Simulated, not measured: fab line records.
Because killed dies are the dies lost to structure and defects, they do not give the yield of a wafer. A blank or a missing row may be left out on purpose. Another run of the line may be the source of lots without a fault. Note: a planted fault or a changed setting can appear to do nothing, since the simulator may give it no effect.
fab line records -- flow berkeleyCmos170
record lots=6, wafers=18, lastDay=12
route steps=331 shown SCREENOX@100 NVT@104 PVT@115 GATE@125
lots that met no fault: taken from a fault-free run of the same line
startH: the number of hours between the record's first day and the start of the first shown wafer of the lot -- waitH: hours elapsed since this lot's preceding step -- " identical to the entry in the row above -- L1.1+2: one row covering several wafers at once -- - either no value or no given start -- * or withheld: withheld -- < > ~ a bound
route shown NAME@n: names a module that has steps shown in the file, with the first one's number in the route -- usual: mean/standard deviation taken from wafers without a fault -- same: alike in all rows -- chamber/n: place in a boat -- sites: each site's reading -- _std_site: the standard deviation of these -- _edge_site: mean of outer sites minus mean of inner sites -- radiusMm: for every site, how far away it sits from the centre of the wafer -- mask NAME#n: copy n -- behind: the tool/chamber that last shaped the wafer -- hold: the reason the lot was held/the length of the hold in hours/how it ended -- device: which transistor (n, p or np) failed to switch -- end of line: the same wafers' tests at the end of the route -- step lacking rows: just its recipe -- killed: count of dies lost to structure and defects at first sort (not the wafer's yield) -- map: the dies of a wafer, with x for killed, . for not killed, _ for no die there
set.NAME: the setting as run; set.NAME@STEP: as run at that earlier step -- model.NAME: the simulator's own value behind a step, which no gauge read
a table for each step, a row for each wafer; lots at some steps of the route
services: a tool's chamber out of use, with start hour (startH, from the record's first day; less than 0 if before it), hours out, and reason
## steps
# step UCB170_SCREENOX_WET_ETCH_00
# recipe chemistry=dHF, dilution=25:1, target=SiO2, tempC=25, timeS=200
# step UCB170_SCREENOX_OXIDATION_01
# recipe tempC=900, ambient=O2, targetThkA=144, oxTimeS=2400
# step UCB170_SCREENOX_THK_MEAS_02
# recipe reads=SiO2_of_SCREENOX_OXIDATION_01
# usual SCREENOX_OXIDE_THK=14.32/0.28
lot.wafer,tool,chamber,startH,waitH,SCREENOX_OXIDE_THK[nm]
L731.3,filmMetro-04,-,123.51,0.1,14.51
L731.4,filmMetro-04,-,123.51,0.1,14.62
L731.5,filmMetro-04,-,123.51,0.1,14.41
L735.1,filmMetro-02,-,144.53,0.0,14.50
L735.5,filmMetro-02,-,144.53,0.0,14.47
L735.6,filmMetro-02,-,144.53,0.0,14.52
L738.3,filmMetro-03,-,144.55,0.0,14.47
L738.5,filmMetro-03,-,144.55,0.0,14.50
L738.6,filmMetro-03,-,144.55,0.0,14.52
L748.2,filmMetro-02,-,202.69,0.0,13.97
L748.4,filmMetro-02,-,202.69,0.0,14.25
L748.5,filmMetro-02,-,202.69,0.0,14.24
L750.3,filmMetro-03,-,218.33,0.0,14.36
L750.4,filmMetro-03,-,218.33,0.0,14.33
L750.6,filmMetro-03,-,218.33,0.0,14.51
L752.2,filmMetro-04,-,229.61,0.0,14.09
L752.3,filmMetro-04,-,229.61,0.0,13.68
L752.4,filmMetro-04,-,229.61,0.0,13.88
# step UCB170_SCREENOX_ANNEAL_03
# recipe tempC=900, timeS=900, ambient=N2
# step UCB170_NVT_HMDS_00
# recipe primeTimeS=60, primeTempC=100
# step UCB170_NVT_COAT_01
# recipe resist=KrF, spinRpm=1500, resistThkNm=900
# step UCB170_NVT_SOFTBAKE_02
# recipe resist=KrF, tempC=130, timeS=60
# step UCB170_NVT_EXPOSE_03
# recipe maskId=PWELL, targetCdNm=3000, na=0.5, sigmaOuter=0.6, sourceShape=conventional, doseMj=30
# step UCB170_NVT_PEB_04
# recipe pebTempC=130, pebTimeS=withheld, resist=KrF
# step UCB170_NVT_DEVELOP_05
# recipe developer=TMAH, developTimeS=45, resist=KrF, devTempC=21
# step UCB170_NVT_OVL_MEAS_06
# usual NVT_OVL=1/4.8
lot.wafer,tool,chamber,startH,waitH,NVT_OVL[nm]
L731.3,overlay-02,-,132.33,-,3
L731.4,overlay-02,-,132.33,-,10
L731.5,overlay-02,-,132.33,-,3
L738.3,overlay-02,-,151.38,-,1
L738.5,overlay-02,-,151.38,-,2
L738.6,overlay-02,-,151.38,-,-6
L735.1,overlay-02,-,151.65,-,-3
L735.5,overlay-02,-,151.65,-,-4
L735.6,overlay-02,-,151.65,-,1
L748.2,overlay-01,-,209.72,-,-7
L748.4,overlay-01,-,209.72,-,-4
L748.5,overlay-01,-,209.72,-,-9
L750.3,overlay-01,-,223.07,-,-4
L750.4,overlay-01,-,223.07,-,-1
L750.6,overlay-01,-,223.07,-,-2
L752.2,overlay-02,-,234.47,-,-8
L752.3,overlay-02,-,234.47,-,-7
L752.4,overlay-02,-,234.47,-,-5
# step UCB170_NVT_IMPLANT_07
# recipe species=BF2, doseCm2=3e+12, energyKev=50, tiltDeg=7
# step UCB170_NVT_STRIP_08
# recipe chemistry=O2, powerW=400, pressureMtorr=3500, platenTempC=withheld, o2FlowSccm=400, overashFraction=0.5
# usual chamberPressureMTorr=3500/3.2, drypumpMotorCurrentA=5.6/0.46, o2FlowSccm=400.1/1.3, oesProductAu=0.735/0.0041, stripTimeToEndpointS=21.63/0.067
lot.wafer,tool,chamber,startH,waitH,chamberPressureMTorr,drypumpMotorCurrentA,o2FlowSccm,oesProductAu,rfHoursCounterH,stripTimeToEndpointS,model.KrF_of_NVT_COAT_01.thkNm
L731.3,plasmaAsher-03,0,132.54,0.1,3506,6.3,401.7,0.735,-,21.75,0
L731.4,plasmaAsher-03,1,132.54,0.1,3499,5.6,400.1,0.727,-,21.78,0
L731.5,plasmaAsher-03,0,132.54,0.1,3501,6.3,400.4,0.731,-,21.74,0
L738.3,plasmaAsher-01,0,151.59,0.1,3507,5.0,400.7,0.736,-,21.67,0
L738.5,plasmaAsher-01,0,151.59,0.1,3498,5.0,400.6,0.739,-,21.72,0
L738.6,plasmaAsher-01,1,151.59,0.1,3501,5.9,397.7,0.733,-,21.73,0
L735.1,plasmaAsher-03,1,151.84,0.1,3500,5.6,400.8,0.734,3,21.64,0
L735.5,plasmaAsher-03,0,151.84,0.1,3498,6.3,401.1,0.734,-,21.68,0
L735.6,plasmaAsher-03,1,151.84,0.1,3498,5.6,400.8,0.732,-,21.66,0
L748.2,plasmaAsher-02,1,209.90,0.1,-,-,-,-,-,-,887.1
L748.4,plasmaAsher-02,1,209.90,0.1,-,-,-,-,-,-,886
L748.5,plasmaAsher-02,0,209.90,0.1,-,-,-,-,-,-,884.7
L750.3,plasmaAsher-01,0,223.27,0.1,-,-,-,-,-,-,887.6
L750.4,plasmaAsher-01,1,223.27,0.1,-,-,-,-,-,-,886.6
L750.6,plasmaAsher-01,0,223.27,0.1,-,-,-,-,-,-,887.2
L752.2,plasmaAsher-01,0,234.65,0.1,3500,5.0,400.6,0.734,47,21.57,0
L752.3,plasmaAsher-01,1,234.65,0.1,3498,5.9,399.5,0.734,-,21.51,0
L752.4,plasmaAsher-01,0,234.65,0.1,3500,5.0,399.9,0.731,-,21.50,0
# step UCB170_NVT_TW_MEAS_09
# usual NVT_TW=525.8/2.6
lot.wafer,tool,chamber,startH,waitH,NVT_TW
L731.3,filmMetro-01,-,132.62,0.1,526.0
L731.4,filmMetro-01,-,132.62,0.1,524.1
L731.5,filmMetro-01,-,132.62,0.1,525.0
L738.3,filmMetro-01,-,151.68,0.1,523.1
L738.5,filmMetro-01,-,151.68,0.1,523.7
L738.6,filmMetro-01,-,151.68,0.1,523.6
L735.1,filmMetro-01,-,151.94,0.1,526.9
L735.5,filmMetro-01,-,151.94,0.1,526.7
L735.6,filmMetro-01,-,151.94,0.1,525.2
L748.2,filmMetro-01,-,210.04,0.1,527.1
L748.4,filmMetro-01,-,210.04,0.1,529.9
L748.5,filmMetro-01,-,210.04,0.1,526.2
L750.3,filmMetro-02,-,223.36,0.1,528.3
L750.4,filmMetro-02,-,223.36,0.1,527.7
L750.6,filmMetro-02,-,223.36,0.1,530.7
L752.2,filmMetro-02,-,234.76,0.1,525.6
L752.3,filmMetro-02,-,234.76,0.1,530.4
L752.4,filmMetro-02,-,234.76,0.1,528.9
# step UCB170_NVT_CLEAN_10
# recipe chemistry=SPM, tempC=120, timeS=600
# step UCB170_PVT_HMDS_00
# recipe primeTimeS=60, primeTempC=100
# step UCB170_PVT_COAT_01
# recipe resist=KrF, spinRpm=1500, resistThkNm=900
# step UCB170_PVT_SOFTBAKE_02
# recipe resist=KrF, tempC=130, timeS=60
# step UCB170_PVT_EXPOSE_03
# recipe maskId=NWELL, targetCdNm=3000, na=0.5, sigmaOuter=0.6, sourceShape=conventional, doseMj=30
# step UCB170_PVT_PEB_04
# recipe pebTempC=130, pebTimeS=withheld, resist=KrF
# step UCB170_PVT_DEVELOP_05
# recipe developer=TMAH, developTimeS=45, resist=KrF, devTempC=21
# step UCB170_PVT_OVL_MEAS_06
# usual PVT_OVL=2/5.3
lot.wafer,tool,chamber,startH,waitH,PVT_OVL[nm]
L731.3,overlay-01,-,134.01,-,7
L731.4,overlay-01,-,134.01,-,11
L731.5,overlay-01,-,134.01,-,0
L738.3,overlay-02,-,154.74,-,-3
L738.5,overlay-02,-,154.74,-,0
L738.6,overlay-02,-,154.74,-,0
L735.1,overlay-02,-,155.55,-,7
L735.5,overlay-02,-,155.55,-,8
L735.6,overlay-02,-,155.55,-,15
L748.2,overlay-01,-,212.25,-,-1
L748.4,overlay-01,-,212.25,-,-3
L748.5,overlay-01,-,212.25,-,5
L750.3,overlay-01,-,224.43,-,-6
L750.4,overlay-01,-,224.43,-,-1
L750.6,overlay-01,-,224.43,-,-1
L752.2,overlay-01,-,236.50,-,1
L752.3,overlay-01,-,236.50,-,4
L752.4,overlay-01,-,236.50,-,-5
# step UCB170_PVT_IMPLANT_07
# recipe species=P, doseCm2=2e+12, energyKev=30, tiltDeg=7
# step UCB170_PVT_STRIP_08
# recipe chemistry=O2, powerW=400, pressureMtorr=3500, platenTempC=withheld, o2FlowSccm=400, overashFraction=0.5
# usual chamberPressureMTorr=3500/3.1, drypumpMotorCurrentA=5.9/0.44, o2FlowSccm=400.0/1.3, oesProductAu=0.734/0.0044, stripTimeToEndpointS=21.60/0.062
lot.wafer,tool,chamber,startH,waitH,chamberPressureMTorr,drypumpMotorCurrentA,o2FlowSccm,oesProductAu,rfHoursCounterH,stripTimeToEndpointS
L731.3,plasmaAsher-04,0,134.22,0.1,3497,6.3,400.1,0.734,-,21.57
L731.4,plasmaAsher-04,1,134.22,0.1,3498,6.0,399.1,0.739,-,21.50
L731.5,plasmaAsher-04,0,134.22,0.1,3497,6.3,399.8,0.735,-,21.52
L738.3,plasmaAsher-03,0,154.94,0.1,3498,6.3,399.3,0.746,-,21.61
L738.5,plasmaAsher-03,0,154.94,0.1,3496,6.3,400.0,0.728,-,21.56
L738.6,plasmaAsher-03,1,154.94,0.1,3500,5.6,400.8,0.733,-,21.60
L735.1,plasmaAsher-04,0,155.74,0.1,3505,6.4,400.1,0.733,43,21.62
L735.5,plasmaAsher-04,0,155.74,0.1,3499,6.4,400.1,0.743,-,21.59
L735.6,plasmaAsher-04,1,155.74,0.1,3502,6.0,400.9,0.732,-,21.52
L748.2,plasmaAsher-03,0,212.43,0.1,3501,6.3,400.9,0.736,10,47.94
L748.4,plasmaAsher-03,0,212.43,0.1,3501,6.3,400.8,0.743,-,47.87
L748.5,plasmaAsher-03,0,212.43,0.1,3499,6.3,399.9,0.743,-,47.80
L750.3,plasmaAsher-01,1,224.64,0.1,3500,5.8,400.1,0.740,-,47.82
L750.4,plasmaAsher-01,0,224.64,0.1,3502,5.0,402.0,0.737,-,47.78
L750.6,plasmaAsher-01,0,224.64,0.1,3501,5.0,402.3,0.729,-,47.79
L752.2,plasmaAsher-01,0,236.68,0.1,3502,5.0,399.8,0.739,47,21.64
L752.3,plasmaAsher-01,1,236.68,0.1,3503,5.9,397.0,0.736,-,21.57
L752.4,plasmaAsher-01,0,236.68,0.1,3506,5.0,400.4,0.732,-,21.56
# step UCB170_PVT_TW_MEAS_09
# usual PVT_TW=514/3.9
lot.wafer,tool,chamber,startH,waitH,PVT_TW
L731.3,filmMetro-01,-,134.30,0.1,510
L731.4,filmMetro-01,-,134.30,0.1,507
L731.5,filmMetro-01,-,134.30,0.1,508
L738.3,filmMetro-02,-,155.03,0.1,513
L738.5,filmMetro-02,-,155.03,0.1,513
L738.6,filmMetro-02,-,155.03,0.1,511
L735.1,filmMetro-01,-,155.84,0.1,508
L735.5,filmMetro-01,-,155.84,0.1,509
L735.6,filmMetro-01,-,155.84,0.1,508
L748.2,filmMetro-04,-,212.54,0.1,31
L748.4,filmMetro-04,-,212.54,0.1,31
L748.5,filmMetro-04,-,212.54,0.1,31
L750.3,filmMetro-04,-,224.72,0.1,31
L750.4,filmMetro-04,-,224.72,0.1,30
L750.6,filmMetro-04,-,224.72,0.1,30
L752.2,filmMetro-04,-,236.79,0.1,514
L752.3,filmMetro-04,-,236.79,0.1,516
L752.4,filmMetro-04,-,236.79,0.1,519
# step UCB170_GATE_WET_ETCH_00
# recipe chemistry=dHF, dilution=25:1, target=SiO2, tempC=25, timeS=200
## services
tool,chamber,startH,hours,kind
plasmaAsher-03,-,108.75,9.0,pm
plasmaAsher-03,0,108.75,9.0,ventCycle
plasmaAsher-03,1,108.75,9.0,ventCycle
plasmaAsher-03,0,117.75,-,clean
plasmaAsher-03,1,117.75,-,clean
plasmaAsher-03,-,119.43,0.4,repair
plasmaAsher-02,-,141.93,2.8,pm
plasmaAsher-04,-,147.15,2.6,repair
plasmaAsher-01,-,229.93,2.0,repair
## key
firstSign step=UCB170_NVT_STRIP_08, reading=toolRecord, direction=missing
effect step=UCB170_PVT_STRIP_08, reading=stripTimeToEndpointS, direction=up, sigmas=99+, usual=*, struck=*
effect step=UCB170_PVT_TW_MEAS_09, reading=PVT_TW, direction=down, sigmas=99+, usual=514, struck=31
modelEffect step=UCB170_NVT_STRIP_08, value=KrF_of_NVT_COAT_01.thkNm, without=0, struck=886.5
metAt UCB170_NVT_STRIP_08
struckWafers L748.2,L748.4,L748.5,L750.3,L750.4,L750.6
sortLeftOut L748.2,L748.4,L748.5,L750.3,L750.4,L750.6
testerLeftOut L748,L750
onsetBetween 151.59 209.90
fault kind=skippedStepWhole, tool=plasmaAsher-01,plasmaAsher-02, chamber=-, onsetH=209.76, steps=UCB170_NVT_STRIP_08, scope=struckLotsOnly
# testerLeftOut: of these lots the tester's yield and bins aren't shown, on N5 and GAA mostly nor the transistor test; their killed dies are dies lost to structure and defects alone, not to doping, threshold or leakage, so they don't give the yield
# sortLeftOut: the simulated sort isn't trusted on such a fault, so these wafers' sort isn't shown, and their yield isn't known
